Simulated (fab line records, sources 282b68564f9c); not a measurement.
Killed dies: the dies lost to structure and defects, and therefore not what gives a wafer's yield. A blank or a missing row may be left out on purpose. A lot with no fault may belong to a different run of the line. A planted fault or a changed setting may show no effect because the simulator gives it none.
Which tool is to blame? + flow rit-cmos + 42 wafers from 14 lots sampled at 3 of the route's 202 steps

## WHAT EACH GAUGE READ, for each wafer
RIT_GATE_CD_MEAS_16: target cd 150 nm.
| lot  | measured    | on        | cd-nm (nm)                          |
|------|-------------|-----------|-------------------------------------|
| L861 | day 2 21:51 | cd-sem-02 | 151.0 147.3 149.9                   |
| L862 | day 3 03:08 | cd-sem-01 | 149.1 149.7 147.9                   |
| L863 | day 3 09:58 | cd-sem-01 | 152.3 151.8 152.3                   |
| L864 | day 3 15:46 | cd-sem-02 | 148.0 149.2 149.8                   |
| L865 | day 3 16:02 | cd-sem-01 | 148.6 148.4 145.8                   |
| L866 | day 3 19:13 | cd-sem-02 | 149.4 149.4 150.4                   |
| L867 | day 4 02:43 | cd-sem-02 | 148.2 148.0 148.3                   |
| L868 | day 4 10:35 | cd-sem-01 | 150.8 150.7 152.1                   |
| L869 | day 4 14:54 | cd-sem-01 | 150.6 150.1 150.9                   |
| L870 | day 4 16:31 | cd-sem-02 | 150.6 151.3 150.6                   |
| L871 | day 4 23:23 | cd-sem-02 | 151.9 152.5 151.4                   |
| L880 | day 6 16:16 | cd-sem-01 | 157.7 158.2 156.4 157.7 157.9 156.0 |
| L881 | day 6 19:08 | cd-sem-01 | 153.6 152.7 153.2                   |
| L883 | day 7 07:55 | cd-sem-01 | 149.6 150.9 148.3                   |

RIT_SDANNEAL_RS_MEAS_07: a four-point-probe measurement.
| lot  | measured    | on            | NLDD_RS (ohm/sq)  |
|------|-------------|---------------|-------------------|
| L861 | day 3 12:44 | film-metro-04 | 150.9 150.5 150.9 |
| L862 | day 3 21:38 | film-metro-02 | 152.3 152.2 151.9 |
| L863 | day 4 01:15 | film-metro-03 | 152.4 152.2 152.2 |
| L864 | day 4 05:08 | film-metro-04 | 151.8 151.9 152.1 |
| L865 | day 4 07:22 | film-metro-02 | 152.2 151.5 151.9 |
| L866 | day 4 10:10 | film-metro-02 | 151.7 152.0 151.7 |
| L867 | day 4 17:55 | film-metro-03 | 151.5 151.9 152.0 |
| L868 | day 5 00:05 | film-metro-04 | 151.3 151.9 151.7 |
| L869 | day 5 04:13 | film-metro-04 | 152.2 151.7 152.1 |
| L870 | day 5 08:31 | film-metro-02 | 151.0 151.1 151.1 |
| L871 | day 5 13:30 | film-metro-03 | 153.1 152.8 153.0 |
| L880 | day 7 13:41 | film-metro-04 | 151.8 152.6 151.7 |
| L881 | day 7 09:41 | film-metro-04 | 151.2 151.0 151.1 |
| L883 | day 7 21:05 | film-metro-02 | 151.9 152.9 152.3 |

## WHAT TOOL EACH LOT RAN ON (gives the tool, then ch and the chambers of the sampled wafers, and finally the start)
| lot  | RIT_GATE_DEVELOP_15              |
|------|----------------------------------|
| L861 | litho-track-03 ch 0, day 2 21:00 |
| L862 | litho-track-03 ch 0, day 3 02:00 |
| L863 | litho-track-02 ch 0, day 3 09:00 |
| L864 | litho-track-03 ch 0, day 3 15:00 |
| L865 | litho-track-02 ch 0, day 3 15:00 |
| L866 | litho-track-01 ch 0, day 3 19:00 |
| L867 | litho-track-03 ch 0, day 4 02:00 |
| L868 | litho-track-02 ch 0, day 4 10:00 |
| L869 | litho-track-03 ch 0, day 4 14:00 |
| L870 | litho-track-02 ch 0, day 4 16:00 |
| L871 | litho-track-01 ch 0, day 4 23:00 |
| L880 | litho-track-01 ch 0, day 6 16:00 |
| L881 | litho-track-01 ch 0, day 6 18:00 |
| L883 | litho-track-03 ch 0, day 7 07:00 |
- RIT_GATE_DEVELOP_15: develop time 50 s.

## WHAT THE TOOLS THEMSELVES READ (means of the sampled wafers that have a number; where no wafer has one, the mark that the record gives instead)
RIT_GATE_DEVELOP_15.
| lot  | tool           | developer-temp-C (C) |
|------|----------------|----------------------|
| L861 | litho-track-03 | 23.02                |
| L862 | litho-track-03 | 22.97                |
| L863 | litho-track-02 | 23.07                |
| L864 | litho-track-03 | 22.96                |
| L865 | litho-track-02 | 22.97                |
| L866 | litho-track-01 | 22.99                |
| L867 | litho-track-03 | 23.05                |
| L868 | litho-track-02 | 22.93                |
| L869 | litho-track-03 | 22.83                |
| L870 | litho-track-02 | 23.05                |
| L871 | litho-track-01 | 23.05                |
| L880 | litho-track-01 | 23.73                |
| L881 | litho-track-01 | 23.64                |
| L883 | litho-track-03 | 23.07                |

## THE ANSWER, worked out from the rows above alone
Rule: what is usual is taken from the lots themselves. The widest of any qualifying gaps counts: lots, ordered by their means at a reading, are off when they make up no more than a third of the lots, leave a main group of 4 or more, and stand apart from it by 3 or more times the standard deviation of that group's means. A main group whose means are all the same, to the digits that the tables above print for the reading, isn't used. Also off: a lot with no number at a reading for which 4 or more lots have one. Where the step has rows for the other lots, those lots are counted as sound. Order of review: gauges by route order, followed by the tools' own readings, for which a lot's mean as printed above is used. The first step at which some lot is off is used, and at that step the reading that is off furthest; a lot without a number counts as furthest.
Off at RIT_GATE_DEVELOP_15 (developer-temp-C): L880, L881. Mean 23.00 C and standard deviation 0.068 in the main group.
If a tool, at that step or one of the process steps before it, ran each lot that is off and ran no sound lot following the first of them, it fits. One fits: RIT_GATE_DEVELOP_15 on litho-track-01. Its last sound lot is L871 (day 4 23:00), its first lot that is off L880 (day 6 16:00): a fault that began between those two fits.
On the lots that are off, the tool's own readings at RIT_GATE_DEVELOP_15 differ by more than 5 times the standard deviation of the sound lots' means, which bears it out; developer-temp-C reads 23.69 C there versus 23.00 C on the sound lots.

## WHAT WAS PUT IN BY THE SIMULATOR
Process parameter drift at RIT_GATE_DEVELOP_15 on litho-track-01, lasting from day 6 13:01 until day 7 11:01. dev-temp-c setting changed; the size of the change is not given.
Shown lots that were struck: L880, L881. The same result came from the rule above.
